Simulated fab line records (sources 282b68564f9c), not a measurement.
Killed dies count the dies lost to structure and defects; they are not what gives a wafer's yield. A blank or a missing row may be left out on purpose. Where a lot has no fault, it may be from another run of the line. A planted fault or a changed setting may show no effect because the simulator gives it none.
Check for tools in common :: flow rit cmos :: Sampled: 15 lots, 45 wafers

== WHY IT WAS OPENED ==
At RIT_PLDD_OVL_MEAS_06 the reading PLDD_OVL is flagged on 3 of 15 lots. Fault-free wafers read -0.6 nm, with a standard deviation of 1.8.
Rule: a lot is flagged in two cases, either no wafer of it has a number, or all its wafers with numbers fall more than 4 standard deviations from that mean. The rest of the lots are taken to be sound.

lot: L719
measured: day 3 04:20
on: overlay-02
PLDD_OVL (nm), wafer by wafer: 1.0 -2.9 0.3
flag: 

lot: L721
measured: day 3 06:58
on: overlay-02
PLDD_OVL (nm), wafer by wafer: 1.8 -0.2 2.1
flag: 

lot: L720
measured: day 3 07:16
on: overlay-02
PLDD_OVL (nm), wafer by wafer: -0.6 2.0 1.7
flag: 

lot: L722
measured: day 3 16:44
on: overlay-01
PLDD_OVL (nm), wafer by wafer: 0.3 -0.4 1.0
flag: 

lot: L723
measured: day 3 21:59
on: overlay-02
PLDD_OVL (nm), wafer by wafer: 1.1 1.8 0.6
flag: 

lot: L724
measured: day 4 02:14
on: overlay-01
PLDD_OVL (nm), wafer by wafer: -3.3 -3.6 -2.9
flag: 

lot: L726
measured: day 4 10:53
on: overlay-02
PLDD_OVL (nm), wafer by wafer: -0.9 -1.1 -1.1
flag: 

lot: L727
measured: day 4 16:19
on: overlay-02
PLDD_OVL (nm), wafer by wafer: -3.5 -0.7 -1.4
flag: 

lot: L728
measured: day 4 21:08
on: overlay-01
PLDD_OVL (nm), wafer by wafer: -2.6 -1.7 -5.6
flag: 

lot: L729
measured: day 5 00:12
on: overlay-02
PLDD_OVL (nm), wafer by wafer: -1.7 -0.1 -1.9
flag: 

lot: L730
measured: day 5 07:18
on: overlay-01
PLDD_OVL (nm), wafer by wafer: -0.2 -1.8 -3.5
flag: 

lot: L731
measured: day 5 12:01
on: overlay-01
PLDD_OVL (nm), wafer by wafer: -0.8 -2.6 -2.9
flag: 

lot: L733
measured: day 5 20:16
on: overlay-02
PLDD_OVL (nm), wafer by wafer: 236.7 239.0 238.9
flag: FLAGGED

lot: L735
measured: day 6 04:32
on: overlay-02
PLDD_OVL (nm), wafer by wafer: 239.7 241.5 241.2
flag: FLAGGED

lot: L739
measured: day 7 01:23
on: overlay-02
PLDD_OVL (nm), wafer by wafer: 237.8 238.4 238.1
flag: FLAGGED
The numbers of the flagged lots are 239.0 nm on average: +239.6 nm against the usual, or +99 or more standard deviations.

== EACH LOT AND THE TOOL IT RAN ON ==
The record keeps 1 process step preceding the reading, out of 202 steps on the route. Read each cell as the tool, then ch plus the chambers that the sampled wafers visited, then the start.
lot: L719
flag: 
RIT_PLDD_EXPOSE_03: iline stepper-01 ch 0, day 3 03:57

lot: L721
flag: 
RIT_PLDD_EXPOSE_03: iline stepper-01 ch 0, day 3 06:35

lot: L720
flag: 
RIT_PLDD_EXPOSE_03: iline stepper-02 ch 0, day 3 06:52

lot: L722
flag: 
RIT_PLDD_EXPOSE_03: iline stepper-02 ch 0, day 3 16:08

lot: L723
flag: 
RIT_PLDD_EXPOSE_03: iline stepper-02 ch 0, day 3 21:35

lot: L724
flag: 
RIT_PLDD_EXPOSE_03: iline stepper-01 ch 0, day 4 01:50

lot: L726
flag: 
RIT_PLDD_EXPOSE_03: iline stepper-02 ch 0, day 4 10:29

lot: L727
flag: 
RIT_PLDD_EXPOSE_03: iline stepper-01 ch 0, day 4 15:55

lot: L728
flag: 
RIT_PLDD_EXPOSE_03: iline stepper-01 ch 0, day 4 20:44

lot: L729
flag: 
RIT_PLDD_EXPOSE_03: iline stepper-02 ch 0, day 4 23:48

lot: L730
flag: 
RIT_PLDD_EXPOSE_03: iline stepper-01 ch 0, day 5 06:49

lot: L731
flag: 
RIT_PLDD_EXPOSE_03: iline stepper-02 ch 0, day 5 11:38

lot: L733
flag: FLAGGED
RIT_PLDD_EXPOSE_03: iline stepper-01 ch 0, day 5 19:52

lot: L735
flag: FLAGGED
RIT_PLDD_EXPOSE_03: iline stepper-01 ch 0, day 6 04:08

lot: L739
flag: FLAGGED
RIT_PLDD_EXPOSE_03: iline stepper-01 ch 0, day 7 00:59
What is done by these steps:
- RIT_PLDD_EXPOSE_03: exposes mask M8, target cd 40900 nm.
- RIT_PLDD_OVL_MEAS_06

== FLAGGED AGAINST TOTAL, ONE TOOL AT A TIME (gauges that did the reading follow at the end) ==
step: RIT_PLDD_EXPOSE_03
tool: iline stepper-01
lots run: 9
flagged: 3
share of the flagged lots: all
sound lots run after its first flagged lot: 0

step: RIT_PLDD_EXPOSE_03
tool: iline stepper-02
lots run: 6
flagged: 0
share of the flagged lots: none
sound lots run after its first flagged lot: -

step: RIT_PLDD_OVL_MEAS_06
tool: overlay-01
lots run: 5
flagged: 0
share of the flagged lots: none
sound lots run after its first flagged lot: -

step: RIT_PLDD_OVL_MEAS_06
tool: overlay-02
lots run: 10
flagged: 3
share of the flagged lots: all
sound lots run after its first flagged lot: 0

== WHAT IS ALLOWED BY THE TABLE ==
Rows of the table that ran all the flagged lots, 2 in number: iline stepper-01 at RIT_PLDD_EXPOSE_03; overlay-02 at RIT_PLDD_OVL_MEAS_06.
- iline stepper-01 at RIT_PLDD_EXPOSE_03 ran 9 lots, 3 of them flagged. A fault beginning between L730 (day 5 06:49), its last sound lot, and L733 (day 5 19:52), its first flagged one, fits the data.
- overlay-02 at RIT_PLDD_OVL_MEAS_06 ran 10 lots, 3 of them flagged. A fault beginning between L729 (day 5 00:12), its last sound lot, and L733 (day 5 20:16), its first flagged one, fits the data.
These 2 tools cannot be told apart by counting lots, since each of them fits a fault that started at some hour. More lots, or a look at what each step does to the wafer, might.

== WHAT THE SIMULATOR HAD PUT IN ==
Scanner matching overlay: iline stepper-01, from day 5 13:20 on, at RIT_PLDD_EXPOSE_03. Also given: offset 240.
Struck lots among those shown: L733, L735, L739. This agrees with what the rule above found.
